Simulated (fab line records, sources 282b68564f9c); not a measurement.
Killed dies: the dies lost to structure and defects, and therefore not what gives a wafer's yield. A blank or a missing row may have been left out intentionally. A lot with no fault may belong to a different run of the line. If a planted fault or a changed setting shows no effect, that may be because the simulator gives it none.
fab line records | flow rit-cmos
record: lots: 14 | wafers: 42 | last-day: 7
route steps=202 shown ACTIVE@2 PWELL@48 NRETRO@63 CONTACT@181 M1@202
lots that met no fault: taken from a fault-free run of the same line
start-h: the number of hours between the record's first day and the start of the first shown wafer of the lot | wait-h: hours from the lot's prior step to this one | " repeats the value in the row above | L1.1+2: a row that stands for several wafers | - no value present, or no start provided | * or withheld: withheld | < > ~ a bound
route shown NAME@n: names a module that has steps shown in the file, with the first one's number in the route | usual: mean/standard deviation taken from wafers without a fault | same: alike in all rows | chamber/n: place in a boat | sites: each site's reading | _std_site: the values' standard deviation | _edge_site: mean of outer sites minus mean of inner sites | radius-mm: how far each site lies from the wafer's centre | mask NAME#n: copy n | behind: the most recent tool/chamber to have shaped the wafer | hold: what put the lot on hold/how long, in hours/how the hold closed | device: which transistor (n, p or np) failed to switch | end of line: the tests these same wafers got at the end of their route | a step with no rows: only its recipe | killed: not the wafer's yield, but the dies lost to structure and defects at the first sort | map: dies across one wafer; x = killed, . = not, _ = none there
set.NAME: the setting the step ran with; set.NAME@STEP: the setting that earlier step ran with | model.NAME: the simulator's own value behind a step, which no gauge read
the route's steps for a sample of lots (tables are steps, rows are wafers)
services: a tool's chamber out of use, with start hour (start-h, from the record's first day; less than 0 if before it), hours out, and reason
== steps ==
step: RIT_ACTIVE_OXIDATION_01
recipe: temp-c: 1000 | ambient: O2 | target-thk-a: 468 | ox-time-s: 3209
lot.wafer  | tool       | chamber | start-h | wait-h
L567.2+3+4 | furnace-04 | 0       | 10.12   | 0.1
L568.1+2+5 | furnace-01 | 0       | 15.12   | 0.1
L569.3+4+6 | furnace-01 | 0       | 20.12   | 0.1
L571.1+3+4 | furnace-04 | 0       | 30.12   | 0.1
L572.1+2+3 | furnace-01 | 0       | 35.12   | 0.1
L574.1+2+3 | furnace-01 | 0       | 45.44   | 0.4
L577.1+3+5 | furnace-01 | 0       | 60.12   | 0.1
L579.1+4+6 | furnace-02 | 0       | 70.65   | 0.6
L580.1+4+6 | furnace-04 | 0       | 75.52   | 0.5
L584.1+3+5 | furnace-02 | 0       | 95.12   | 0.1
L585.3+4+6 | furnace-02 | 0       | 102.06  | 2.0
L587.3+4+6 | furnace-04 | 0       | 110.12  | 0.1
L589.1+2+6 | furnace-04 | 0       | 120.12  | 0.1
L590.1+3+4 | furnace-01 | 0       | 125.12  | 0.1
step: RIT_PWELL_STRIP_09
recipe: chemistry: O2 | time-s: 180 | resist: NOVOLAK | platen-temp-c: withheld | power-w: 500 | pressure-mtorr: 4000 | o2-flow-sccm: 4000
usual: drypump-motor-current-A: 6.00/0.29
lot.wafer | tool            | chamber | start-h | wait-h | drypump-motor-current-A | rf-hours-counter-h
L567.2    | plasma-asher-04 | 0       | 23.06   | 0.1    | 6.32                    | 24
L567.3    | "               | 1       | "       | "      | 5.86                    | -
L567.4    | "               | 0       | "       | "      | 6.34                    | -
L568.1    | plasma-asher-03 | 1       | 27.31   | 0.1    | 6.06                    | 38
L568.2    | "               | 0       | "       | "      | 5.59                    | 38
L568.5    | "               | 1       | "       | "      | 6.07                    | -
L569.3    | plasma-asher-01 | 1       | 33.67   | 0.1    | 5.75                    | -
L569.4    | "               | 0       | "       | "      | 6.30                    | -
L569.6    | "               | 1       | "       | "      | 5.73                    | -
L571.1    | plasma-asher-04 | 1       | 42.58   | 0.1    | 5.83                    | 26
L571.3    | "               | 1       | "       | "      | 5.85                    | -
L571.4    | "               | 0       | "       | "      | 6.38                    | -
L572.1    | plasma-asher-01 | 0       | 51.33   | 0.1    | 6.33                    | 41
L572.2    | "               | 1       | "       | "      | 5.70                    | 41
L572.3    | "               | 0       | "       | "      | 6.30                    | -
L574.1    | plasma-asher-03 | 0       | 57.49   | 0.1    | 5.60                    | 40
L574.2    | "               | 1       | "       | "      | 6.05                    | 40
L574.3    | "               | 0       | "       | "      | 5.61                    | -
L577.1    | plasma-asher-04 | 0       | 72.47   | 0.1    | 6.33                    | 30
L577.3    | "               | 0       | "       | "      | 6.38                    | -
L577.5    | "               | 1       | "       | "      | 5.87                    | -
L579.1    | plasma-asher-04 | 1       | 82.72   | 0.1    | 5.85                    | 31
L579.4    | "               | 0       | "       | "      | 6.35                    | -
L579.6    | "               | 1       | "       | "      | 5.85                    | -
L580.1    | plasma-asher-03 | 1       | 88.08   | 0.1    | 6.07                    | 43
L580.4    | "               | 1       | "       | "      | 6.06                    | -
L580.6    | "               | 1       | "       | "      | 6.07                    | -
L584.1    | plasma-asher-04 | 1       | 110.31  | 0.1    | 5.86                    | 34
L584.3    | "               | 0       | "       | "      | 6.39                    | -
L584.5    | "               | 0       | "       | "      | 6.37                    | -
L585.3    | plasma-asher-03 | 0       | 114.72  | 0.1    | 5.62                    | -
L585.4    | "               | 1       | "       | "      | 6.03                    | -
L585.6    | "               | 1       | "       | "      | 6.05                    | -
L587.3    | plasma-asher-03 | 0       | 124.46  | 0.1    | 5.61                    | -
L587.4    | "               | 1       | "       | "      | 6.06                    | -
L587.6    | "               | 0       | "       | "      | 5.62                    | -
L589.1    | plasma-asher-01 | 1       | 133.15  | 0.1    | 5.73                    | 1
L589.2    | "               | 0       | "       | "      | 6.30                    | 1
L589.6    | "               | 1       | "       | "      | 5.75                    | -
L590.1    | plasma-asher-04 | 0       | 140.24  | 0.1    | 6.36                    | 37
L590.3    | "               | 1       | "       | "      | 5.86                    | -
L590.4    | "               | 0       | "       | "      | 6.40                    | -
step: RIT_NRETRO_TW_MEAS_10
usual: NRETRO_TW: 1041/5.3
lot.wafer | tool          | chamber | start-h | wait-h | NRETRO_TW
L567.2    | film-metro-02 | -       | 30.24   | 0.1    | 1053
L567.3    | "             | -       | "       | "      | 1046
L567.4    | "             | -       | "       | "      | 1048
L568.1    | film-metro-01 | -       | 34.78   | 0.1    | 1043
L568.2    | "             | -       | "       | "      | 1044
L568.5    | "             | -       | "       | "      | 1037
L569.3    | film-metro-01 | -       | 40.80   | 0.1    | 1036
L569.4    | "             | -       | "       | "      | 1037
L569.6    | "             | -       | "       | "      | 1037
L571.1    | film-metro-01 | -       | 50.22   | 0.1    | 1044
L571.3    | "             | -       | "       | "      | 1052
L571.4    | "             | -       | "       | "      | 1045
L572.1    | film-metro-03 | -       | 58.99   | 0.1    | 1027
L572.2    | "             | -       | "       | "      | 1035
L572.3    | "             | -       | "       | "      | 1037
L574.1    | film-metro-03 | -       | 64.60   | 0.1    | 1033
L574.2    | "             | -       | "       | "      | 1034
L574.3    | "             | -       | "       | "      | 1034
L577.1    | film-metro-01 | -       | 79.86   | 0.1    | 1033
L577.3    | "             | -       | "       | "      | 1044
L577.5    | "             | -       | "       | "      | 1041
L579.1    | film-metro-03 | -       | 89.94   | 0.1    | 1038
L579.4    | "             | -       | "       | "      | 1039
L579.6    | "             | -       | "       | "      | 1035
L580.1    | film-metro-01 | -       | 95.25   | 0.1    | 1036
L580.4    | "             | -       | "       | "      | 1037
L580.6    | "             | -       | "       | "      | 1037
L584.1    | film-metro-01 | -       | 117.54  | 0.1    | 1048
L584.3    | "             | -       | "       | "      | 1042
L584.5    | "             | -       | "       | "      | 1040
L585.3    | film-metro-03 | -       | 121.73  | 0.1    | 1036
L585.4    | "             | -       | "       | "      | 1045
L585.6    | "             | -       | "       | "      | 1034
L587.3    | film-metro-01 | -       | 131.68  | 0.1    | 1043
L587.4    | "             | -       | "       | "      | 1043
L587.6    | "             | -       | "       | "      | 1039
L589.1    | film-metro-03 | -       | 141.00  | 0.1    | 1043
L589.2    | "             | -       | "       | "      | 1039
L589.6    | "             | -       | "       | "      | 1034
L590.1    | film-metro-02 | -       | 147.66  | 0.1    | 1042
L590.3    | "             | -       | "       | "      | 1041
L590.4    | "             | -       | "       | "      | 1045
step: RIT_CONTACT_CD_MEAS_90
recipe: target-cd-nm: 1000
usual: cd-nm: 1000.4/2.2
lot.wafer | tool      | chamber | start-h | wait-h | cd-nm
L567.2    | cd-sem-02 | -       | 52.49   | 0.1    | 1000.6
L567.3    | "         | -       | "       | "      | 999.4
L567.4    | "         | -       | "       | "      | 999.1
L568.1    | cd-sem-02 | -       | 57.75   | 0.1    | 998.7
L568.2    | "         | -       | "       | "      | 1000.6
L568.5    | "         | -       | "       | "      | 997.6
L569.3    | cd-sem-02 | -       | 65.47   | 0.1    | 1001.8
L569.4    | "         | -       | "       | "      | 999.5
L569.6    | "         | -       | "       | "      | 1000.6
L571.1    | cd-sem-02 | -       | 72.50   | 0.1    | 1003.0
L571.3    | "         | -       | "       | "      | 1003.5
L571.4    | "         | -       | "       | "      | 1002.8
L572.1    | cd-sem-01 | -       | 82.24   | 0.1    | 998.8
L572.2    | "         | -       | "       | "      | 998.6
L572.3    | "         | -       | "       | "      | 998.6
L574.1    | cd-sem-02 | -       | 87.70   | 0.1    | 1000.7
L574.2    | "         | -       | "       | "      | 996.9
L574.3    | "         | -       | "       | "      | 1000.2
L577.1    | cd-sem-01 | -       | 105.16  | 0.1    | 999.9
L577.3    | "         | -       | "       | "      | 1000.1
L577.5    | "         | -       | "       | "      | 999.8
L579.1    | cd-sem-01 | -       | 113.99  | 0.1    | 993.7
L579.4    | "         | -       | "       | "      | 997.6
L579.6    | "         | -       | "       | "      | 998.3
L580.1    | cd-sem-01 | -       | 122.26  | 0.1    | 1002.7
L580.4    | "         | -       | "       | "      | 1000.0
L580.6    | "         | -       | "       | "      | 1001.9
L584.1    | cd-sem-02 | -       | 141.62  | 0.1    | 1001.5
L584.3    | "         | -       | "       | "      | 998.8
L584.5    | "         | -       | "       | "      | 999.9
L585.3    | cd-sem-01 | -       | 145.47  | 0.1    | 1004.0
L585.4    | "         | -       | "       | "      | 1003.5
L585.6    | "         | -       | "       | "      | 1004.5
L587.3    | cd-sem-02 | -       | 156.10  | 0.1    | 1002.2
L587.4    | "         | -       | "       | "      | 1003.5
L587.6    | "         | -       | "       | "      | 999.1
L589.1    | cd-sem-01 | -       | 162.64  | 0.1    | 999.4
L589.2    | "         | -       | "       | "      | 999.6
L589.6    | "         | -       | "       | "      | 996.9
L590.1    | cd-sem-01 | -       | 170.51  | 0.1    | 999.7
L590.3    | "         | -       | "       | "      | 999.0
L590.4    | "         | -       | "       | "      | 998.1
step: RIT_M1_PROBE_99
usual: killed-at-contacts: 0.1/0.31 | killed-at-front-end: 7/3.3 | killed-dies: 7/3.3 | killed-on-rim: 1.9/1.5 | killed-open: 3.4/2.2 | killed-short: 3.5/2
same: gross-dies: 264 | killed_at_M0_to_M3: 0 | killed_at_M4_up: 0 | killed-at-back-side: 0 | killed-at-other: 0
lot.wafer | tool      | chamber | start-h | wait-h | killed-at-contacts | killed-at-front-end | killed-dies | killed-on-rim | killed-open | killed-short
L567.2    | prober-02 | -       | 57.01   | 0.1    | 0                  | 7                   | 7           | 0             | 5           | 2
L567.3    | prober-02 | -       | 57.06   | 0.2    | 0                  | 2                   | 2           | 0             | 2           | 0
L567.4    | prober-02 | -       | 57.11   | 0.2    | 0                  | 7                   | 7           | 3             | 3           | 4
L568.1    | prober-01 | -       | 62.64   | 0.1    | 0                  | 14                  | 14          | 5             | 8           | 6
L568.2    | prober-01 | -       | 62.69   | 0.1    | 0                  | 10                  | 10          | 3             | 6           | 4
L568.5    | prober-01 | -       | 62.84   | 0.2    | 0                  | 16                  | 16          | 2             | 10          | 6
L569.3    | prober-02 | -       | 73.52   | 0.2    | 0                  | 7                   | 7           | 2             | 2           | 5
L569.4    | prober-02 | -       | 73.57   | 0.2    | 0                  | 9                   | 9           | 3             | 5           | 4
L569.6    | prober-02 | -       | 73.67   | 0.2    | 0                  | 8                   | 8           | 3             | 2           | 6
L571.1    | prober-01 | -       | 77.11   | 0.1    | 0                  | 4                   | 4           | 1             | 3           | 1
L571.3    | prober-01 | -       | 77.21   | 0.2    | 0                  | 8                   | 8           | 2             | 2           | 6
L571.4    | prober-01 | -       | 77.26   | 0.2    | 0                  | 5                   | 5           | 2             | 2           | 3
L572.1    | prober-02 | -       | 86.74   | 0.1    | 0                  | 11                  | 11          | 3             | 6           | 5
L572.2    | prober-02 | -       | 86.79   | 0.1    | 0                  | 5                   | 5           | 1             | 3           | 2
L572.3    | prober-02 | -       | 86.84   | 0.2    | 0                  | 9                   | 9           | 2             | 1           | 8
L574.1    | prober-02 | -       | 92.36   | 0.1    | 0                  | 71                  | 71          | 16            | 4           | 0
L574.2    | prober-02 | -       | 92.41   | 0.1    | 0                  | 71                  | 71          | 12            | 2           | 6
L574.3    | prober-02 | -       | 92.46   | 0.2    | 0                  | 81                  | 81          | 17            | 1           | 9
L577.1    | prober-01 | -       | 109.99  | 0.1    | 0                  | 65                  | 65          | 18            | 4           | 2
L577.3    | prober-01 | -       | 110.09  | 0.2    | 0                  | 66                  | 66          | 18            | 3           | 4
L577.5    | prober-01 | -       | 110.19  | 0.2    | 0                  | 81                  | 81          | 17            | 6           | 6
L579.1    | prober-01 | -       | 118.67  | 0.1    | 0                  | 5                   | 5           | 1             | 2           | 3
L579.4    | prober-01 | -       | 118.82  | 0.2    | 0                  | 8                   | 8           | 0             | 2           | 5
L579.6    | prober-01 | -       | 118.92  | 0.2    | 0                  | 16                  | 16          | 8             | 6           | 7
L580.1    | prober-02 | -       | 126.89  | 0.1    | 0                  | 9                   | 9           | 2             | 2           | 7
L580.4    | prober-02 | -       | 127.04  | 0.2    | 0                  | 3                   | 3           | 2             | 0           | 3
L580.6    | prober-02 | -       | 127.14  | 0.2    | 0                  | 5                   | 5           | 1             | 3           | 2
L584.1    | prober-02 | -       | 148.34  | 0.1    | 0                  | 6                   | 6           | 2             | 3           | 3
L584.3    | prober-02 | -       | 148.44  | 0.2    | 0                  | 4                   | 4           | 1             | 2           | 2
L584.5    | prober-02 | -       | 148.54  | 0.2    | 0                  | 6                   | 6           | 2             | 4           | 2
L585.3    | prober-01 | -       | 150.04  | 0.2    | 0                  | 9                   | 9           | 0             | 4           | 5
L585.4    | prober-01 | -       | 150.09  | 0.2    | 0                  | 1                   | 1           | 0             | 1           | 0
L585.6    | prober-01 | -       | 150.19  | 0.2    | 0                  | 6                   | 6           | 4             | 3           | 3
L587.3    | prober-01 | -       | 160.79  | 0.2    | 0                  | 5                   | 5           | 0             | 2           | 3
L587.4    | prober-01 | -       | 160.84  | 0.2    | 0                  | 8                   | 8           | 1             | 4           | 4
L587.6    | prober-01 | -       | 160.94  | 0.2    | 1                  | 7                   | 8           | 2             | 4           | 4
L589.1    | prober-01 | -       | 167.17  | 0.1    | 0                  | 7                   | 7           | 1             | 2           | 5
L589.2    | prober-01 | -       | 167.22  | 0.1    | 1                  | 2                   | 3           | 2             | 2           | 1
L589.6    | prober-01 | -       | 167.42  | 0.2    | 0                  | 3                   | 3           | 0             | 0           | 3
L590.1    | prober-02 | -       | 175.63  | 0.1    | 0                  | 3                   | 3           | 0             | 1           | 2
L590.3    | prober-02 | -       | 175.73  | 0.2    | 0                  | 7                   | 7           | 1             | 2           | 5
L590.4    | prober-02 | -       | 175.78  | 0.2    | 0                  | 8                   | 8           | 1             | 3           | 5
killed by level:class
L567.2 SPACER:geometric-particle:open=3 GATE:geometric-particle:short=2 FOX2:geometric-particle:open=1 GATE:geometric-particle:open=1
L567.3 FOX2:geometric-particle:open=1 GATE:geometric-particle:open=1
L567.4 FOX2:geometric-particle:open=1 GATE:geometric-particle:short=1 REOX:geometric-particle:short=1 SPACER:geometric-particle:open=1 SPACER:geometric-particle:short=1 SILICIDE:geometric-particle:short=1 SILICIDE:geometric-particle:open=1
L568.1 REOX:geometric-particle:open=5 FOX2:geometric-particle:short=2 SPACER:geometric-particle:short=2 FOX2:geometric-particle:open=1 GATE:geometric-particle:short=1 REOX:geometric-particle:short=1 SPACER:geometric-particle:open=1 SILICIDE:geometric-particle:open=1
L568.2 GATE:geometric-particle:open=3 REOX:geometric-particle:open=2 SILICIDE:geometric-particle:short=2 FOX2:geometric-particle:open=1 FOX2:geometric-particle:short=1 GATE:geometric-particle:short=1
L568.5 FOX2:geometric-particle:open=3 GATE:geometric-particle:open=3 REOX:geometric-particle:open=3 GATE:geometric-particle:short=2 SPACER:geometric-particle:short=2 FOX1:geometric-particle:short=1 REOX:geometric-particle:short=1 SILICIDE:geometric-particle:open=1
L569.3 FOX1:geometric-particle:short=2 FOX2:geometric-particle:short=2 REOX:geometric-particle:open=1 SPACER:geometric-particle:open=1 SILICIDE:geometric-particle:short=1
L569.4 FOX2:geometric-particle:short=2 GATE:geometric-particle:open=2 SILICIDE:geometric-particle:open=2 FOX1:geometric-particle:short=1 REOX:geometric-particle:open=1 SILICIDE:geometric-particle:short=1
L569.6 GATE:geometric-particle:short=4 ACTIVE:geometric-particle:short=1 REOX:geometric-particle:open=1 SPACER:geometric-particle:short=1 SILICIDE:geometric-particle:open=1
L571.1 FOX1:geometric-particle:open=1 FOX2:geometric-particle:short=1 GATE:geometric-particle:open=1 SPACER:geometric-particle:open=1
L571.3 SPACER:geometric-particle:short=2 FOX1:geometric-particle:short=1 FOX2:geometric-particle:open=1 FOX2:geometric-particle:short=1 GATE:geometric-particle:short=1 GATE:geometric-particle:open=1 REOX:geometric-particle:short=1
L571.4 GATE:geometric-particle:short=2 FOX2:geometric-particle:open=1 REOX:geometric-particle:short=1 REOX:geometric-particle:open=1
L572.1 GATE:geometric-particle:open=5 GATE:geometric-particle:short=3 REOX:geometric-particle:short=1 SILICIDE:geometric-particle:short=1 SILICIDE:geometric-particle:open=1
L572.2 GATE:geometric-particle:open=3 ACTIVE:geometric-particle:short=1 SPACER:geometric-particle:short=1
L572.3 SPACER:geometric-particle:short=4 GATE:geometric-particle:short=3 FOX1:geometric-particle:short=1 SILICIDE:geometric-particle:open=1
L574.1 ACTIVE:unspecified=67 GATE:geometric-particle:open=2 FOX2:geometric-particle:open=1 SILICIDE:geometric-particle:open=1
L574.2 ACTIVE:unspecified=63 GATE:geometric-particle:short=2 GATE:geometric-particle:open=2 FOX1:geometric-particle:short=1 REOX:geometric-particle:short=1 SPACER:geometric-particle:short=1 SILICIDE:geometric-particle:short=1
L574.3 ACTIVE:unspecified=71 GATE:geometric-particle:short=3 FOX1:geometric-particle:short=2 SILICIDE:geometric-particle:short=2 REOX:geometric-particle:short=1 SPACER:geometric-particle:short=1 SILICIDE:geometric-particle:open=1
L577.1 ACTIVE:unspecified=59 SPACER:geometric-particle:open=2 GATE:geometric-particle:open=1 REOX:geometric-particle:open=1 SPACER:geometric-particle:short=1 SILICIDE:geometric-particle:short=1
L577.3 ACTIVE:unspecified=59 GATE:geometric-particle:open=2 REOX:geometric-particle:short=2 FOX1:geometric-particle:short=1 FOX2:geometric-particle:short=1 FOX2:geometric-particle:open=1
L577.5 ACTIVE:unspecified=69 GATE:geometric-particle:short=3 FOX1:geometric-particle:short=1 FOX1:geometric-particle:open=1 FOX2:geometric-particle:open=1 FOX2:geometric-particle:short=1 GATE:geometric-particle:open=1 REOX:geometric-particle:open=1
L579.1 FOX2:geometric-particle:open=1 GATE:geometric-particle:short=1 REOX:geometric-particle:short=1 SILICIDE:geometric-particle:open=1 SILICIDE:geometric-particle:short=1
L579.4 REOX:geometric-particle:short=3 GATE:geometric-particle:open=1 GATE:geometric-particle:short=1 REOX:geometric-particle:open=1 SILICIDE:geometric-particle:short=1 NWELL:coat-microbubble-printed=1
L579.6 GATE:geometric-particle:short=5 FOX1:geometric-particle:open=2 NLDD:coat-microbubble-printed=2 FOX1:geometric-particle:short=1 GATE:geometric-particle:open=1 REOX:geometric-particle:short=1 REOX:geometric-particle:open=1 SPACER:geometric-particle:open=1
L580.1 GATE:geometric-particle:short=3 GATE:geometric-particle:open=2 FOX1:geometric-particle:short=1 FOX2:geometric-particle:short=1 REOX:geometric-particle:short=1 SILICIDE:geometric-particle:short=1
L580.4 GATE:geometric-particle:short=2 SILICIDE:geometric-particle:short=1
L580.6 FOX1:geometric-particle:open=2 FOX1:geometric-particle:short=1 GATE:geometric-particle:short=1 SPACER:geometric-particle:open=1
L584.1 GATE:geometric-particle:short=3 FOX1:geometric-particle:open=1 GATE:geometric-particle:open=1 REOX:geometric-particle:open=1
L584.3 FOX1:geometric-particle:short=1 FOX1:geometric-particle:open=1 GATE:geometric-particle:short=1 REOX:geometric-particle:open=1
L584.5 GATE:geometric-particle:short=2 SILICIDE:geometric-particle:open=2 GATE:geometric-particle:open=1 SPACER:geometric-particle:open=1
L585.3 GATE:geometric-particle:open=3 SPACER:geometric-particle:short=2 SILICIDE:geometric-particle:short=2 GATE:geometric-particle:short=1 REOX:geometric-particle:open=1
L585.4 GATE:geometric-particle:open=1
L585.6 GATE:geometric-particle:short=2 FOX1:geometric-particle:short=1 GATE:geometric-particle:open=1 SPACER:geometric-particle:open=1 SILICIDE:geometric-particle:open=1
L587.3 REOX:geometric-particle:short=2 FOX1:geometric-particle:open=1 GATE:geometric-particle:open=1 GATE:geometric-particle:short=1
L587.4 GATE:geometric-particle:open=2 FOX1:geometric-particle:short=1 FOX2:geometric-particle:open=1 GATE:geometric-particle:short=1 REOX:geometric-particle:short=1 REOX:geometric-particle:open=1 SPACER:geometric-particle:short=1
L587.6 FOX1:geometric-particle:short=2 GATE:geometric-particle:short=2 FOX1:geometric-particle:open=1 GATE:geometric-particle:open=1 REOX:geometric-particle:open=1 CONTACT:geometric-particle:open=1
L589.1 FOX1:geometric-particle:short=2 GATE:geometric-particle:short=2 FOX2:geometric-particle:open=1 GATE:geometric-particle:open=1 SPACER:geometric-particle:short=1
L589.2 FOX1:geometric-particle:short=1 REOX:geometric-particle:open=1 CONTACT:geometric-particle:open=1
L589.6 SPACER:geometric-particle:short=2 FOX1:geometric-particle:short=1
L590.1 SILICIDE:geometric-particle:short=2 SILICIDE:geometric-particle:open=1
L590.3 GATE:geometric-particle:short=3 REOX:geometric-particle:short=2 FOX2:geometric-particle:open=1 REOX:geometric-particle:open=1
L590.4 SILICIDE:geometric-particle:short=2 FOX2:geometric-particle:open=1 GATE:geometric-particle:open=1 GATE:geometric-particle:short=1 REOX:geometric-particle:short=1 SPACER:geometric-particle:open=1 SPACER:geometric-particle:short=1
== services ==
tool            | chamber | start-h | hours | kind
plasma-asher-03 | -       | 37.01   | 14.6  | pm
furnace-04      | -       | 38.93   | 4.4   | pm
plasma-asher-01 | -       | 46.03   | 5.1   | repair
furnace-02      | -       | 62.69   | 2.8   | pm
furnace-02      | -       | 97.05   | 5.0   | pm
plasma-asher-01 | -       | 105.73  | 12.0  | repair
plasma-asher-01 | -       | 117.71  | 9.0   | pm
plasma-asher-01 | 0       | 117.71  | 9.0   | vent-cycle
plasma-asher-01 | 1       | 117.71  | 9.0   | vent-cycle
plasma-asher-01 | 0       | 126.71  | -     | clean
plasma-asher-01 | 1       | 126.71  | -     | clean
== key ==
first-sign: step: RIT_M1_PROBE_99 | reading: killed-at-front-end | direction: up | sigmas: 20 | usual: 7 | struck: 72
effect: step: RIT_M1_PROBE_99 | reading: killed-dies | direction: up | sigmas: 20 | usual: 7 | struck: 72
met-at RIT_ACTIVE_OXIDATION_01
struck-lots L574,L577
tester-left-out L574,L577
not-acting-at RIT_PWELL_STRIP_09,RIT_NRETRO_TW_MEAS_10,RIT_CONTACT_CD_MEAS_90
onset-between 35.12 45.44
fault: kind: chamber-particle-source | tool: furnace-01 | chamber: - | onset-h: 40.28 | steps: RIT_ACTIVE_OXIDATION_01 | rate-per-visit-cm2: 0.50956 | end-h: 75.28
tester-left-out: of these lots the tester's yield and bins aren't shown, on N5 and GAA mostly nor the transistor test; their killed dies are dies lost to structure and defects alone, not to doping, threshold or leakage, so they don't give the yield
